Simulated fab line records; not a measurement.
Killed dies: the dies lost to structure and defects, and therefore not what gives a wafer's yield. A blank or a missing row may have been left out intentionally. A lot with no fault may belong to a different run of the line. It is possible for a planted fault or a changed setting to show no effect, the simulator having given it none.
2 desks looking at one fault ; flow berkeleyCmos170 ; each desk holds nothing but its own numbers, with what lay behind them at the end

DESK OF THE TOOL OWNER: pvdSputter-04
The tool's own readings at UCB170_M3_SPUTTER_01 (material Al, target thk 900 nm, time 120 s): means of the sampled wafers that have a number, for each lot that ran on this tool. If a lot's mean is further than 4 standard deviations from the usual mean, the lot is out of limits and carries the mark OUT (the distance appears in the brackets).
Columns: A = cathodeDcPowerW at UCB170_M3_SPUTTER_01, usual 5999.8 W; B = chamberPressurePa at UCB170_M3_SPUTTER_01, usual 0.4999 Pa; C = throttleValvePct at UCB170_M3_SPUTTER_01, usual 30.4 %
lot;first seen here;A;B;C
L412;day 9 16:11;6000.6;0.4998;30.9
L420;day 10 17:30;6000.1;0.4999;31.2
L425;day 11 15:56;6000.8;0.5007;31.5
L424;day 11 18:49;5999.8;0.5007;30.9
L432;day 16 23:11;5999.4;0.5004;31.5
Finding of this desk: none of the 5 lots has anything out of limits.

THE METROLOGY DESK
Means of the sampled wafers that have a number, per lot and without regard to the tool the lot ran on: this is what the gauges read. If a lot's mean is further than 4 standard deviations from the usual mean, the lot is out of limits and carries the mark OUT (the distance appears in the brackets).
Columns: A = cdNm at UCB170_V1_CD_MEAS_90, usual 700.2 nm; B = V2_OVL at UCB170_V2_OVL_MEAS_13, usual -2 nm; C = M3_AL_RS at UCB170_M3_RS_MEAS_02, usual 0.0322 ohm/sq; D = M3_AL_THK at UCB170_M3_THK_MEAS_03, usual 894 nm
lot;first seen here;A;B;C;D
L411;day 8 14:44;700.0;-7;0.0319;908
L413;day 9 09:32;698.7;-5;0.0322;898
L412;day 9 09:47;700.7;0;0.0322;892
L418;day 10 02:26;703.0;-1;0.0325;888
L419;day 10 10:14;700.7;2;0.0322;898
L420;day 10 11:02;699.9;2;0.0324;889
L422;day 11 01:43;700.8;2;0.0323;891
L425;day 11 09:05;698.6;-2;0.0621 (+99 or more) OUT;549 (-37) OUT
L424;day 11 10:52;701.2;-8;0.0468 (+49) OUT;720 (-19) OUT
L429;day 16 05:40;700.7;0;0.0320;899
L433;day 16 06:29;699.7;-4;0.0318;905
L431;day 16 06:56;700.5;-14;0.0321;898
L432;day 16 07:25;700.2;0;0.0326;888
L434;day 16 08:01;699.3;5;0.0328;882
This desk reports L424, L425 out of limits; the earliest was L425 at day 11 16:03 (M3_AL_RS at UCB170_M3_RS_MEAS_02). Within limits: L411, L413, L412, L418, L419, L420, L422, L429, L433, L431, L432, L434.

PUT TOGETHER
L424, L425 would have let the metrology desk raise an alarm at day 11 16:03.
The desk of the tool owner found nothing out of limits.
On record at the tool owner's desk: L424, L425, within its limits.
Every lot named ran UCB170_M3_SPUTTER_01 on pvdSputter-04.

WHAT WAS PUT IN BY THE SIMULATOR
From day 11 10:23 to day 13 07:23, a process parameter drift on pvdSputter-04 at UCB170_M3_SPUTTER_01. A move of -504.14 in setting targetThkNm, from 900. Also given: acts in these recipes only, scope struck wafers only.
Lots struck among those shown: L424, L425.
Per desk, hours elapsed from the start of the fault to the first reading out of limits: for the metrology desk, 6.
